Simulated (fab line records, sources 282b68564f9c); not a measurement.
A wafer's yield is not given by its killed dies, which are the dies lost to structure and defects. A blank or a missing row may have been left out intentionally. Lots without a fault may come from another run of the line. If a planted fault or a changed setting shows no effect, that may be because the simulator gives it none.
Comparing a struck lot with a sound one | flow rit_cmos | 14 out of 202 route steps
Sound: wafers L104.2, L104.3, L104.6. Struck: wafers L114.2, L114.4, L114.6. The cause is named last.
Each step with rows lists, per side, the tool, then ch with its chambers, then its first start. Under that, the readings that differ: sound wafers | struck wafers | difference of the means | sigmas: that difference in standard deviations of wafers without a fault.
alike: readings with means less than 2 such deviations apart, plus words and numbers identical on both sides. not compared: withheld readings, readings lacking a value on some wafer, bounds such as >300 that could conceal the same value, and numbers that have no deviation in the record and whose values overlap.
The two part at a step that has a row with sigmas, a row that says differs or no value, or rows on one side only. Numbers that have no deviation but don't overlap get no sigmas and don't part them. Lack of a reading on every wafer of one side parts them only where that side has two or more wafers.

first, 4 steps without rows for these wafers: RIT_ACTIVE_SOFTBAKE_07 (time 60 s); RIT_ACTIVE_EXPOSE_08 (exposes mask M1, target cd 1400 nm); RIT_ACTIVE_PEB_09; RIT_ACTIVE_DEVELOP_10 (develop time 50 s).
RIT_ACTIVE_CD_MEAS_11: the cd target is 1400 nm.
  struck on cd_sem-02, day 3 16:35; sound on cd_sem-01, day 1 15:54
  alike: cd_nm
then, 1 step without rows for these wafers: RIT_ACTIVE_HARDBAKE_12 (time 60 s).
RIT_ACTIVE_ETCH_13: etches Si3N4 in SF6, stops on SiO2, time 210 s, target depth 210 nm.
  sound on rie_diel-03 ch 1,2, day 1 16:09; struck on rie_diel-03 ch 1,2,3, day 3 16:50
  alike: drypump_motor_current_A, oes_product_au, throttle_valve_pct
  not compared: rf_hours_counter_h
RIT_ACTIVE_STRIP_14: strips in O2, time 180 s.
  sound on plasma_asher-04 ch 0, day 1 16:17; struck on plasma_asher-04 ch 0,1, day 3 16:58
  alike: drypump_motor_current_A
  not compared: rf_hours_counter_h
RIT_ACTIVE_CD_MEAS_90: the cd target is 1400 nm.
  struck on cd_sem-02, day 3 17:10; sound on cd_sem-01, day 1 16:28
  alike: cd_nm
then, 3 steps without rows for these wafers: RIT_ACTIVE_CLEAN_15 (cleans in SC1, time 600 s); RIT_ACTIVE_CLEAN_16 (cleans in dHF, time 28.62 s); RIT_ACTIVE_CLEAN_17 (cleans in SC2, time 600 s).
RIT_FOX1_OXIDATION_00: target thk 350.7 nm, ox time 1130 s.
  struck on furnace-04, day 3 17:38; sound on furnace-04 ch 0, day 1 16:58
  no value came back on the struck wafers for ox_temp_c (C), ox_temp_c_max, zone_power_source_pct (%); on the sound wafers ox_temp_c (C) reads 1100.5 1101.0 1100.7
  reading                                  | sound           | struck        | difference | sigmas
  model.Si3N4_of_ACTIVE_CVD_03.thk_nm (nm) | 142.6 143 141.8 | 150 150.1 149 | +7         |
RIT_FOX1_WET_ETCH_02: etches SiO2 in BOE, target depth 350 nm, time 390 s.
  sound on wet_bench-04 ch 1, day 1 18:21; struck on wet_bench-03 ch 0, day 3 19:00
  reading                                  | sound           | struck            | difference | sigmas
  model.Si3N4_of_ACTIVE_CVD_03.thk_nm (nm) | 137.8 138.2 137 | 145.2 145.3 144.3 | +7.3       |

## WHERE THEY PART
Within this record, at RIT_FOX1_OXIDATION_00 only.

WHY: what had been put in by the simulator
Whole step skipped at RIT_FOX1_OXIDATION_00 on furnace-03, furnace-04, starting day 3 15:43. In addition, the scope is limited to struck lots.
